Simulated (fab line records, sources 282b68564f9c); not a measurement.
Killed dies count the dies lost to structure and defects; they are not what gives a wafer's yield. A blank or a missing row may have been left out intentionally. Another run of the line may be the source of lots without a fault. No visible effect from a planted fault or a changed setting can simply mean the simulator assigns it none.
fab line records + flow rit-cmos
record:
- lots: 14
- wafers: 42
- last-day: 7
route steps=202 shown ACTIVE@15 GATE@76 NLDD@160 SILICIDE@165 M1@202
lots with no fault: from the same line, run without faults
start-h: the number of hours between the record's first day and the start of the first shown wafer of the lot + wait-h: hours since the lot's step before + " unchanged from the row above + L1.1+2: one row covering several wafers at once + - value missing, or start not given + * or withheld: withheld + < > ~ a bound
route shown NAME@n: names a module that has steps shown in the file, with the first one's number in the route + usual: the fault-free wafers' mean and standard deviation + same: alike in all rows + chamber/n: place in a boat + sites: the reading at each site + _std_site: standard deviation across them + _edge_site: the outer-site mean with the inner-site mean subtracted + radius-mm: for every site, how far away it sits from the centre of the wafer + mask NAME#n: copy n + behind: the last tool/chamber to shape the wafer + hold: the reason the lot was held/the length of the hold in hours/how it ended + device: whichever transistor did not switch (one of n, p or np) + end of line: tests run on the same wafers once the route is complete + a step given without rows: its recipe and nothing more + killed: the dies lost at the first sort to structure and to defects; this is not the yield of the wafer + map: dies across one wafer; x = killed, . = not, _ = none there
set.NAME: the setting as run; set.NAME@STEP: as run at that earlier step + model.NAME: the simulator's own value behind a step, which no gauge read
route steps across a sampled set of lots; one table per step, one row per wafer
services: the hour from which a tool's chamber was out of use, counted from the record's first day as start-h (under 0 if before that day), plus the number of hours and why
== steps ==
step: RIT_ACTIVE_STRIP_14
recipe:
- chemistry: O2
- time-s: 180
- resist: NOVOLAK
- platen-temp-c: withheld
- power-w: 500
- pressure-mtorr: 4000
- o2-flow-sccm: 4000
usual:
- drypump-motor-current-A: 5.92/0.3
| lot.wafer | tool            | chamber | start-h | wait-h | drypump-motor-current-A | rf-hours-counter-h |
|-----------|-----------------|---------|---------|--------|-------------------------|--------------------|
| L515.3    | plasma-asher-03 | 0       | 15.92   | 0.1    | 5.89                    | -                  |
| L515.5    | "               | 0       | "       | "      | 5.89                    | -                  |
| L515.6    | "               | 1       | "       | "      | 6.11                    | -                  |
| L517.2    | plasma-asher-03 | 0       | 29.25   | 0.1    | 5.91                    | 36                 |
| L517.3    | "               | 1       | "       | "      | 6.16                    | -                  |
| L517.6    | "               | 0       | "       | "      | 5.89                    | -                  |
| L520.3    | plasma-asher-01 | 0       | 41.04   | 0.1    | 5.65                    | -                  |
| L520.4    | "               | 1       | "       | "      | 6.37                    | -                  |
| L520.5    | "               | 1       | "       | "      | 6.34                    | -                  |
| L521.1    | plasma-asher-01 | 0       | 45.15   | 0.1    | 5.67                    | 41                 |
| L521.3    | "               | 0       | "       | "      | 5.64                    | -                  |
| L521.6    | "               | 0       | "       | "      | 5.63                    | -                  |
| L522.1    | plasma-asher-04 | 1       | 50.72   | 0.1    | 5.37                    | 25                 |
| L522.4    | "               | 0       | "       | "      | 5.78                    | -                  |
| L522.6    | "               | 1       | "       | "      | 5.35                    | -                  |
| L523.2    | plasma-asher-04 | 0       | 55.13   | 0.1    | 5.80                    | 26                 |
| L523.4    | "               | 1       | "       | "      | 5.39                    | -                  |
| L523.5    | "               | 1       | "       | "      | 5.38                    | -                  |
| L524.1    | plasma-asher-01 | 0       | 62.36   | 0.1    | 5.64                    | 41                 |
| L524.3    | "               | 0       | "       | "      | 5.65                    | -                  |
| L524.6    | "               | 1       | "       | "      | 6.38                    | -                  |
| L525.3    | plasma-asher-01 | 1       | 64.90   | 0.1    | 6.38                    | -                  |
| L525.5    | "               | 1       | "       | "      | 6.37                    | -                  |
| L525.6    | "               | 0       | "       | "      | 5.62                    | -                  |
| L531.1    | plasma-asher-04 | 1       | 95.05   | 0.1    | 5.37                    | 31                 |
| L531.2    | "               | 0       | "       | "      | 5.78                    | 31                 |
| L531.4    | "               | 0       | "       | "      | 5.78                    | -                  |
| L532.2    | plasma-asher-03 | 0       | 102.55  | 0.1    | 5.92                    | 45                 |
| L532.3    | "               | 1       | "       | "      | 6.14                    | -                  |
| L532.6    | "               | 1       | "       | "      | 6.12                    | -                  |
| L535.1    | plasma-asher-01 | 1       | 115.10  | 0.1    | 6.36                    | 45                 |
| L535.5    | "               | 0       | "       | "      | 5.66                    | -                  |
| L535.6    | "               | 1       | "       | "      | 6.35                    | -                  |
| L536.1    | plasma-asher-03 | 1       | 120.88  | 0.1    | 6.12                    | 48                 |
| L536.3    | "               | 0       | "       | "      | 5.89                    | -                  |
| L536.4    | "               | 1       | "       | "      | 6.12                    | -                  |
| L537.2    | plasma-asher-03 | 1       | 127.05  | 0.1    | 6.14                    | 49                 |
| L537.4    | "               | 0       | "       | "      | 5.90                    | -                  |
| L537.6    | "               | 1       | "       | "      | 6.16                    | -                  |
| L538.3    | plasma-asher-01 | 0       | 130.14  | 0.1    | 5.64                    | -                  |
| L538.5    | "               | 0       | "       | "      | 5.63                    | -                  |
| L538.6    | "               | 1       | "       | "      | 6.34                    | -                  |
step: RIT_GATE_CLEAN_01
recipe:
- chemistry: SC1
- mix: 3:3:50
- time-s: 600
- temp-c: 75
usual:
- bath-guard-temp-C: 74.9/0.49
- bath-heat-duty-pct: 15.2/1.2
| lot.wafer | tool         | chamber | start-h | wait-h | bath-guard-temp-C | bath-heat-duty-pct |
|-----------|--------------|---------|---------|--------|-------------------|--------------------|
| L515.3    | wet-bench-04 | 1       | 37.24   | 0.0    | 74.8              | 15.0               |
| L515.5    | "            | 1       | "       | "      | 74.8              | 14.4               |
| L515.6    | "            | 1       | "       | "      | 75.0              | 15.7               |
| L517.2    | wet-bench-04 | 3       | 48.24   | 0.0    | 75.2              | 12.4               |
| L517.3    | "            | 3       | "       | "      | 75.0              | 14.2               |
| L517.6    | "            | 3       | "       | "      | 75.3              | 13.9               |
| L520.3    | wet-bench-02 | 3       | 60.68   | 0.0    | 75.1              | 16.1               |
| L520.4    | "            | 3       | "       | "      | 75.4              | 16.9               |
| L520.5    | "            | 3       | "       | "      | 75.9              | 16.0               |
| L521.1    | wet-bench-02 | 2       | 66.17   | 0.0    | 74.8              | 12.5               |
| L521.3    | "            | 2       | "       | "      | 75.1              | 13.7               |
| L521.6    | "            | 2       | "       | "      | 74.8              | 14.4               |
| L522.1    | wet-bench-04 | 1       | 69.48   | 0.0    | 74.8              | 15.8               |
| L522.4    | "            | 1       | "       | "      | 75.0              | 14.7               |
| L522.6    | "            | 1       | "       | "      | 74.9              | 13.9               |
| L523.2    | wet-bench-02 | 1       | 73.65   | 0.0    | 74.6              | 15.0               |
| L523.4    | "            | 1       | "       | "      | 75.2              | 16.2               |
| L523.5    | "            | 1       | "       | "      | 74.7              | 15.8               |
| L524.1    | wet-bench-02 | 3       | 81.70   | 0.0    | 75.2              | 15.5               |
| L524.3    | "            | 3       | "       | "      | 75.7              | 17.9               |
| L524.6    | "            | 3       | "       | "      | 75.4              | 16.9               |
| L525.3    | wet-bench-04 | 3       | 85.70   | 0.0    | 74.9              | 14.3               |
| L525.5    | "            | 3       | "       | "      | 75.3              | 15.7               |
| L525.6    | "            | 3       | "       | "      | 75.4              | 14.6               |
| L531.1    | wet-bench-01 | 0       | 112.92  | 0.0    | -                 | -                  |
| L531.2    | "            | 0       | "       | "      | -                 | -                  |
| L531.4    | "            | 0       | "       | "      | -                 | -                  |
| L532.2    | wet-bench-02 | 1       | 122.51  | 0.0    | -                 | -                  |
| L532.3    | "            | 1       | "       | "      | -                 | -                  |
| L532.6    | "            | 1       | "       | "      | -                 | -                  |
| L535.1    | wet-bench-01 | 1       | 134.52  | 0.0    | 74.1              | 16.9               |
| L535.5    | "            | 1       | "       | "      | 74.3              | 16.9               |
| L535.6    | "            | 1       | "       | "      | 74.1              | 17.4               |
| L536.1    | wet-bench-02 | 3       | 138.58  | 0.0    | 75.4              | 17.1               |
| L536.3    | "            | 3       | "       | "      | 75.4              | 15.6               |
| L536.4    | "            | 3       | "       | "      | 75.3              | 17.4               |
| L537.2    | wet-bench-04 | 3       | 144.68  | 0.0    | 75.2              | 15.9               |
| L537.4    | "            | 3       | "       | "      | 75.0              | 15.1               |
| L537.6    | "            | 3       | "       | "      | 75.3              | 15.6               |
| L538.3    | wet-bench-02 | 1       | 150.96  | 0.0    | 74.8              | 15.8               |
| L538.5    | "            | 1       | "       | "      | 74.9              | 15.6               |
| L538.6    | "            | 1       | "       | "      | 74.8              | 15.8               |
step: RIT_SDANNEAL_RS_MEAS_07
recipe:
- thk-meas-gauge: four-point-probe
usual:
- NLDD_RS: 151.5/0.51
| lot.wafer | tool          | chamber | start-h | wait-h | NLDD_RS[ohm/sq] |
|-----------|---------------|---------|---------|--------|-----------------|
| L515.3    | film-metro-03 | -       | 58.86   | 0.1    | 151.0           |
| L515.5    | "             | -       | "       | "      | 150.7           |
| L515.6    | "             | -       | "       | "      | 151.0           |
| L517.2    | film-metro-03 | -       | 67.28   | 0.1    | 150.7           |
| L517.3    | "             | -       | "       | "      | 150.4           |
| L517.6    | "             | -       | "       | "      | 150.8           |
| L520.3    | film-metro-03 | -       | 82.45   | 0.1    | 151.9           |
| L520.4    | "             | -       | "       | "      | 151.6           |
| L520.5    | "             | -       | "       | "      | 152.2           |
| L522.1    | film-metro-02 | -       | 90.08   | 0.1    | 151.4           |
| L522.4    | "             | -       | "       | "      | 151.7           |
| L522.6    | "             | -       | "       | "      | 150.9           |
| L521.1    | film-metro-01 | -       | 91.95   | 0.1    | 152.6           |
| L521.3    | "             | -       | "       | "      | 152.9           |
| L521.6    | "             | -       | "       | "      | 152.9           |
| L523.2    | film-metro-03 | -       | 95.19   | 0.1    | 152.0           |
| L523.4    | "             | -       | "       | "      | 152.0           |
| L523.5    | "             | -       | "       | "      | 151.2           |
| L524.1    | film-metro-02 | -       | 107.98  | 0.1    | 151.7           |
| L524.3    | "             | -       | "       | "      | 151.8           |
| L524.6    | "             | -       | "       | "      | 151.7           |
| L525.3    | film-metro-01 | -       | 108.29  | 0.1    | 151.5           |
| L525.5    | "             | -       | "       | "      | 151.6           |
| L525.6    | "             | -       | "       | "      | 151.5           |
| L531.1    | film-metro-03 | -       | 132.28  | 0.1    | 151.4           |
| L531.2    | "             | -       | "       | "      | 151.4           |
| L531.4    | "             | -       | "       | "      | 151.1           |
| L532.2    | film-metro-02 | -       | 142.70  | 0.1    | 150.5           |
| L532.3    | "             | -       | "       | "      | 151.3           |
| L532.6    | "             | -       | "       | "      | 151.0           |
| L535.1    | film-metro-01 | -       | 157.00  | 0.1    | 151.7           |
| L535.5    | "             | -       | "       | "      | 150.9           |
| L535.6    | "             | -       | "       | "      | 151.2           |
| L536.1    | film-metro-01 | -       | 160.40  | 0.1    | 151.7           |
| L536.3    | "             | -       | "       | "      | 152.1           |
| L536.4    | "             | -       | "       | "      | 151.3           |
| L537.2    | film-metro-02 | -       | 165.34  | 0.1    | 150.8           |
| L537.4    | "             | -       | "       | "      | 150.8           |
| L537.6    | "             | -       | "       | "      | 150.8           |
| L538.3    | film-metro-02 | -       | 171.19  | 0.1    | 151.1           |
| L538.5    | "             | -       | "       | "      | 151.1           |
| L538.6    | "             | -       | "       | "      | 151.0           |
step: RIT_SILICIDE_RTA_04
recipe:
- temp-c: 650
- time-s: 10
- idle-temp-c: 25
- ramp-up-s: 5
- ramp-down-s: 5
- cool-to-c: 25
- ambient: N2
usual:
- wafer_temp_C_max: 652.8/0.55
| lot.wafer | tool          | chamber | start-h | wait-h | wafer_temp_C_max |
|-----------|---------------|---------|---------|--------|------------------|
| L515.3    | rtp-anneal-02 | 0       | 59.30   | 0.1    | 652.4            |
| L515.5    | "             | 0       | "       | "      | 652.6            |
| L515.6    | "             | 0       | "       | "      | 652.9            |
| L517.2    | rtp-anneal-02 | 0       | 67.74   | 0.1    | 653.0            |
| L517.3    | "             | 0       | "       | "      | 652.9            |
| L517.6    | "             | 0       | "       | "      | 653.1            |
| L520.3    | rtp-anneal-02 | 0       | 82.89   | 0.1    | 652.1            |
| L520.4    | "             | 0       | "       | "      | 652.3            |
| L520.5    | "             | 0       | "       | "      | 653.0            |
| L522.1    | rtp-anneal-02 | 0       | 90.55   | 0.1    | 652.2            |
| L522.4    | "             | 0       | "       | "      | 652.5            |
| L522.6    | "             | 0       | "       | "      | 652.0            |
| L521.1    | rtp-anneal-01 | 0       | 92.42   | 0.1    | 652.7            |
| L521.3    | "             | 0       | "       | "      | 652.9            |
| L521.6    | "             | 0       | "       | "      | 654.2            |
| L523.2    | rtp-anneal-02 | 0       | 95.65   | 0.1    | 652.6            |
| L523.4    | "             | 0       | "       | "      | 652.9            |
| L523.5    | "             | 0       | "       | "      | 652.4            |
| L524.1    | rtp-anneal-02 | 0       | 108.44  | 0.1    | 652.6            |
| L524.3    | "             | 0       | "       | "      | 653.9            |
| L524.6    | "             | 0       | "       | "      | 653.0            |
| L525.3    | rtp-anneal-02 | 0       | 108.73  | 0.1    | 652.1            |
| L525.5    | "             | 0       | "       | "      | 652.4            |
| L525.6    | "             | 0       | "       | "      | 653.5            |
| L531.1    | rtp-anneal-02 | 0       | 132.75  | 0.1    | 653.4            |
| L531.2    | "             | 0       | "       | "      | 652.2            |
| L531.4    | "             | 0       | "       | "      | 652.0            |
| L532.2    | rtp-anneal-01 | 0       | 143.16  | 0.1    | 653.5            |
| L532.3    | "             | 0       | "       | "      | 652.2            |
| L532.6    | "             | 0       | "       | "      | 653.7            |
| L535.1    | rtp-anneal-02 | 0       | 157.46  | 0.1    | 652.8            |
| L535.5    | "             | 0       | "       | "      | 652.6            |
| L535.6    | "             | 0       | "       | "      | 652.1            |
| L536.1    | rtp-anneal-01 | 0       | 160.87  | 0.1    | 652.9            |
| L536.3    | "             | 0       | "       | "      | 652.5            |
| L536.4    | "             | 0       | "       | "      | 653.5            |
| L537.2    | rtp-anneal-02 | 0       | 165.80  | 0.1    | 652.8            |
| L537.4    | "             | 0       | "       | "      | 652.1            |
| L537.6    | "             | 0       | "       | "      | 652.8            |
| L538.3    | rtp-anneal-01 | 0       | 171.65  | 0.1    | 652.6            |
| L538.5    | "             | 0       | "       | "      | 653.4            |
| L538.6    | "             | 0       | "       | "      | 652.3            |
step: RIT_M1_PROBE_99
usual:
- killed-at-contacts: 0.1/0.25
- killed-at-front-end: 6.8/2.9
- killed-dies: 6.9/2.9
- killed-open: 3.3/1.9
- killed-short: 3.6/1.9
same:
- gross-dies: 264
- killed_at_M0_to_M3: 0
- killed_at_M4_up: 0
- killed-at-back-side: 0
- killed-at-other: 0
| lot.wafer | tool      | chamber | start-h | wait-h | killed-at-contacts | killed-at-front-end | killed-dies | killed-open | killed-short |
|-----------|-----------|---------|---------|--------|--------------------|---------------------|-------------|-------------|--------------|
| L515.3    | prober-02 | -       | 66.24   | 0.2    | 0                  | 9                   | 9           | 2           | 7            |
| L515.5    | prober-02 | -       | 66.34   | 0.2    | 0                  | 5                   | 5           | 2           | 3            |
| L515.6    | prober-02 | -       | 66.39   | 0.2    | 0                  | 4                   | 4           | 4           | 0            |
| L517.2    | prober-02 | -       | 74.37   | 0.1    | 0                  | 4                   | 4           | 3           | 1            |
| L517.3    | prober-02 | -       | 74.42   | 0.2    | 0                  | 7                   | 7           | 5           | 2            |
| L517.6    | prober-02 | -       | 74.57   | 0.2    | 1                  | 6                   | 7           | 3           | 4            |
| L520.3    | prober-01 | -       | 89.52   | 0.2    | 1                  | 12                  | 13          | 6           | 7            |
| L520.4    | prober-01 | -       | 89.57   | 0.2    | 0                  | 8                   | 8           | 2           | 6            |
| L520.5    | prober-01 | -       | 89.62   | 0.2    | 0                  | 9                   | 9           | 5           | 4            |
| L522.1    | prober-02 | -       | 97.23   | 0.1    | 0                  | 7                   | 7           | 1           | 6            |
| L522.4    | prober-02 | -       | 97.38   | 0.2    | 0                  | 6                   | 6           | 4           | 2            |
| L522.6    | prober-02 | -       | 97.48   | 0.2    | 0                  | 15                  | 15          | 8           | 7            |
| L521.1    | prober-01 | -       | 98.97   | 0.1    | 0                  | 5                   | 5           | 3           | 2            |
| L521.3    | prober-01 | -       | 99.07   | 0.2    | 0                  | 2                   | 2           | 0           | 2            |
| L521.6    | prober-01 | -       | 99.22   | 0.2    | 0                  | 7                   | 7           | 4           | 3            |
| L523.2    | prober-02 | -       | 102.22  | 0.1    | 0                  | 8                   | 8           | 4           | 4            |
| L523.4    | prober-02 | -       | 102.32  | 0.2    | 0                  | 2                   | 2           | 0           | 2            |
| L523.5    | prober-02 | -       | 102.37  | 0.2    | 0                  | 4                   | 4           | 1           | 3            |
| L524.1    | prober-01 | -       | 115.38  | 0.1    | 1                  | 6                   | 7           | 3           | 4            |
| L524.3    | prober-01 | -       | 115.48  | 0.2    | 0                  | 10                  | 10          | 7           | 3            |
| L524.6    | prober-01 | -       | 115.63  | 0.2    | 0                  | 5                   | 5           | 4           | 1            |
| L525.3    | prober-02 | -       | 116.98  | 0.2    | 0                  | 11                  | 11          | 5           | 6            |
| L525.5    | prober-02 | -       | 117.08  | 0.2    | 0                  | 7                   | 7           | 2           | 5            |
| L525.6    | prober-02 | -       | 117.13  | 0.2    | 0                  | 11                  | 11          | 8           | 3            |
| L531.1    | prober-01 | -       | 139.43  | 0.1    | 0                  | 6                   | 6           | 4           | 2            |
| L531.2    | prober-01 | -       | 139.48  | 0.1    | 0                  | 8                   | 8           | 5           | 3            |
| L531.4    | prober-01 | -       | 139.58  | 0.2    | 0                  | 2                   | 2           | 0           | 2            |
| L532.2    | prober-02 | -       | 150.09  | 0.1    | 0                  | 6                   | 6           | 2           | 4            |
| L532.3    | prober-02 | -       | 150.14  | 0.2    | 0                  | 5                   | 5           | 1           | 4            |
| L532.6    | prober-02 | -       | 150.29  | 0.2    | 0                  | 4                   | 4           | 2           | 2            |
| L535.1    | prober-01 | -       | 164.25  | 0.1    | 0                  | 4                   | 4           | 2           | 2            |
| L535.5    | prober-01 | -       | 164.45  | 0.2    | 0                  | 8                   | 8           | 3           | 5            |
| L535.6    | prober-01 | -       | 164.50  | 0.2    | 0                  | 3                   | 3           | 1           | 2            |
| L536.1    | prober-02 | -       | 167.89  | 0.1    | 0                  | 12                  | 12          | 9           | 3            |
| L536.3    | prober-02 | -       | 167.99  | 0.2    | 0                  | 6                   | 6           | 2           | 4            |
| L536.4    | prober-02 | -       | 168.04  | 0.2    | 0                  | 7                   | 7           | 2           | 5            |
| L537.2    | prober-01 | -       | 172.61  | 0.1    | 0                  | 12                  | 12          | 7           | 5            |
| L537.4    | prober-01 | -       | 172.71  | 0.2    | 0                  | 8                   | 8           | 1           | 7            |
| L537.6    | prober-01 | -       | 172.81  | 0.2    | 0                  | 12                  | 12          | 3           | 9            |
| L538.3    | prober-02 | -       | 178.38  | 0.2    | 1                  | 12                  | 13          | 6           | 7            |
| L538.5    | prober-02 | -       | 178.48  | 0.2    | 0                  | 12                  | 12          | 6           | 6            |
| L538.6    | prober-02 | -       | 178.53  | 0.2    | 1                  | 4                   | 5           | 3           | 2            |
killed by level:class
L515.3 FOX1:geometric-particle:short=2 FOX2:geometric-particle:short=2 GATE:geometric-particle:open=1 GATE:geometric-particle:short=1 REOX:geometric-particle:open=1 REOX:geometric-particle:short=1 SILICIDE:geometric-particle:short=1
L515.5 GATE:geometric-particle:open=2 SPACER:geometric-particle:short=2 GATE:geometric-particle:short=1
L515.6 FOX2:geometric-particle:open=2 REOX:geometric-particle:open=2
L517.2 GATE:geometric-particle:open=2 FOX2:geometric-particle:short=1 SPACER:geometric-particle:open=1
L517.3 GATE:geometric-particle:open=3 FOX1:geometric-particle:open=1 GATE:geometric-particle:short=1 REOX:geometric-particle:short=1 REOX:geometric-particle:open=1
L517.6 GATE:geometric-particle:short=2 FOX2:geometric-particle:short=1 FOX2:geometric-particle:open=1 GATE:geometric-particle:open=1 REOX:geometric-particle:short=1 CONTACT:geometric-particle:open=1
L520.3 GATE:geometric-particle:open=4 GATE:geometric-particle:short=4 FOX2:geometric-particle:short=2 REOX:geometric-particle:open=2 CONTACT:geometric-particle:short=1
L520.4 GATE:geometric-particle:short=3 FOX1:geometric-particle:short=1 GATE:geometric-particle:open=1 SPACER:geometric-particle:short=1 SPACER:geometric-particle:open=1 SILICIDE:geometric-particle:short=1
L520.5 FOX2:geometric-particle:open=2 FOX2:geometric-particle:short=1 GATE:geometric-particle:short=1 REOX:geometric-particle:short=1 REOX:geometric-particle:open=1 SPACER:geometric-particle:open=1 SILICIDE:geometric-particle:open=1 SILICIDE:geometric-particle:short=1
L522.1 GATE:geometric-particle:short=2 SPACER:geometric-particle:short=2 FOX1:geometric-particle:short=1 GATE:geometric-particle:open=1 REOX:geometric-particle:short=1
L522.4 FOX1:geometric-particle:open=2 FOX1:geometric-particle:short=1 GATE:geometric-particle:open=1 GATE:geometric-particle:short=1 REOX:geometric-particle:open=1
L522.6 GATE:geometric-particle:short=4 FOX1:geometric-particle:open=2 FOX1:geometric-particle:short=2 GATE:geometric-particle:open=2 REOX:geometric-particle:open=2 SPACER:geometric-particle:open=2 SPACER:geometric-particle:short=1
L521.1 SILICIDE:geometric-particle:open=3 FOX1:geometric-particle:short=1 FOX2:geometric-particle:short=1
L521.3 REOX:geometric-particle:short=1 SILICIDE:geometric-particle:short=1
L521.6 SILICIDE:geometric-particle:open=3 FOX1:geometric-particle:short=2 ACTIVE:geometric-particle:short=1 FOX2:geometric-particle:open=1
L523.2 GATE:geometric-particle:open=3 GATE:geometric-particle:short=3 REOX:geometric-particle:open=1 SILICIDE:geometric-particle:short=1
L523.4 FOX2:geometric-particle:short=1 GATE:geometric-particle:short=1
L523.5 REOX:geometric-particle:short=2 GATE:geometric-particle:open=1 GATE:geometric-particle:short=1
L524.1 GATE:geometric-particle:short=3 GATE:geometric-particle:open=2 FOX1:geometric-particle:open=1 CONTACT:geometric-particle:short=1
L524.3 REOX:geometric-particle:open=4 GATE:geometric-particle:short=2 FOX1:geometric-particle:short=1 FOX2:geometric-particle:open=1 GATE:geometric-particle:open=1 SPACER:geometric-particle:open=1
L524.6 GATE:geometric-particle:open=2 FOX1:geometric-particle:open=1 FOX2:geometric-particle:short=1 FOX2:geometric-particle:open=1
L525.3 GATE:geometric-particle:short=5 GATE:geometric-particle:open=2 FOX1:geometric-particle:open=1 FOX2:geometric-particle:open=1 REOX:geometric-particle:short=1 REOX:geometric-particle:open=1
L525.5 GATE:geometric-particle:short=3 FOX1:geometric-particle:open=2 REOX:geometric-particle:short=2
L525.6 GATE:geometric-particle:open=5 FOX1:geometric-particle:open=3 FOX2:geometric-particle:short=1 GATE:geometric-particle:short=1 SILICIDE:geometric-particle:short=1
L531.1 GATE:geometric-particle:open=2 GATE:geometric-particle:short=1 REOX:geometric-particle:short=1 SPACER:geometric-particle:open=1 SILICIDE:geometric-particle:open=1
L531.2 GATE:geometric-particle:open=2 REOX:geometric-particle:open=2 FOX1:geometric-particle:open=1 FOX2:geometric-particle:short=1 GATE:geometric-particle:short=1 SILICIDE:geometric-particle:short=1
L531.4 GATE:geometric-particle:short=1 SILICIDE:geometric-particle:short=1
L532.2 FOX2:geometric-particle:short=2 FOX1:geometric-particle:open=1 FOX1:geometric-particle:short=1 GATE:geometric-particle:short=1 GATE:geometric-particle:open=1
L532.3 GATE:geometric-particle:short=4 SILICIDE:geometric-particle:open=1
L532.6 FOX1:geometric-particle:short=1 FOX1:geometric-particle:open=1 GATE:geometric-particle:open=1 REOX:geometric-particle:short=1
L535.1 FOX1:geometric-particle:open=1 GATE:geometric-particle:short=1 REOX:geometric-particle:open=1 REOX:geometric-particle:short=1
L535.5 REOX:geometric-particle:open=3 GATE:geometric-particle:short=2 REOX:geometric-particle:short=2 FOX2:geometric-particle:short=1
L535.6 GATE:geometric-particle:short=1 GATE:geometric-particle:open=1 SPACER:geometric-particle:short=1
L536.1 GATE:geometric-particle:open=5 GATE:geometric-particle:short=2 FOX1:geometric-particle:open=1 FOX2:geometric-particle:open=1 REOX:geometric-particle:short=1 REOX:geometric-particle:open=1 SILICIDE:geometric-particle:open=1
L536.3 GATE:geometric-particle:short=2 REOX:geometric-particle:short=1 REOX:geometric-particle:open=1 SPACER:geometric-particle:open=1 SILICIDE:geometric-particle:short=1
L536.4 GATE:geometric-particle:short=4 GATE:geometric-particle:open=1 SPACER:geometric-particle:open=1 SPACER:geometric-particle:short=1
L537.2 GATE:geometric-particle:open=2 GATE:geometric-particle:short=2 REOX:geometric-particle:open=2 FOX1:geometric-particle:open=1 FOX1:geometric-particle:short=1 FOX2:geometric-particle:open=1 FOX2:geometric-particle:short=1 SPACER:geometric-particle:open=1
L537.4 FOX2:geometric-particle:short=3 SPACER:geometric-particle:short=3 REOX:geometric-particle:short=1 REOX:geometric-particle:open=1
L537.6 GATE:geometric-particle:short=3 SILICIDE:geometric-particle:short=3 FOX1:geometric-particle:short=1 FOX2:geometric-particle:open=1 FOX2:geometric-particle:short=1 GATE:geometric-particle:open=1 REOX:geometric-particle:open=1 REOX:geometric-particle:short=1
L538.3 GATE:geometric-particle:open=4 GATE:geometric-particle:short=4 FOX1:geometric-particle:open=1 REOX:geometric-particle:open=1 REOX:geometric-particle:short=1 SPACER:geometric-particle:short=1 CONTACT:geometric-particle:short=1
L538.5 GATE:geometric-particle:open=4 GATE:geometric-particle:short=3 FOX1:geometric-particle:short=1 FOX1:geometric-particle:open=1 REOX:geometric-particle:open=1 REOX:geometric-particle:short=1 SPACER:geometric-particle:short=1
L538.6 FOX1:geometric-particle:open=1 GATE:geometric-particle:short=1 REOX:geometric-particle:short=1 SPACER:geometric-particle:open=1 CONTACT:geometric-particle:open=1
== services ==
| tool            | chamber | start-h | hours | kind   |
|-----------------|---------|---------|-------|--------|
| wet-bench-01    | -       | 6.20    | 88.1  | pm     |
| rtp-anneal-02   | -       | 14.91   | 0.7   | pm     |
| plasma-asher-01 | -       | 37.51   | 3.4   | repair |
| rtp-anneal-01   | -       | 38.90   | 35.1  | pm     |
| plasma-asher-01 | -       | 48.61   | 8.9   | repair |
| plasma-asher-01 | -       | 74.01   | 19.3  | repair |
| rtp-anneal-01   | -       | 79.63   | 5.0   | pm     |
| plasma-asher-03 | -       | 128.34  | 14.6  | pm     |
| wet-bench-01    | -       | 138.84  | 3.0   | repair |
| plasma-asher-04 | -       | 154.19  | 2.9   | repair |
== key ==
first-sign:
- step: RIT_GATE_CLEAN_01
- reading: tool-record
- direction: missing
effect none on later readings
met-at RIT_GATE_CLEAN_01
struck-lots L531,L532
tester-left-out L531,L532
loop-trim:
- step: RIT_ACTIVE_EXPOSE_08
- setting: dose
- lots: L532
not-acting-at RIT_ACTIVE_STRIP_14,RIT_SDANNEAL_RS_MEAS_07,RIT_SILICIDE_RTA_04
onset-between 81.70 112.92
fault:
- kind: skipped-step-whole
- tool: wet-bench-01,wet-bench-02
- chamber: -
- onset-h: 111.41
- steps: RIT_GATE_CLEAN_01
- scope: struck-lots-only
tester-left-out: of these lots the tester's yield and bins aren't shown, on N5 and GAA mostly nor the transistor test; their killed dies are dies lost to structure and defects alone, not to doping, threshold or leakage, so they don't give the yield
loop-trim: a control loop set the setting to another value than it would have without faults
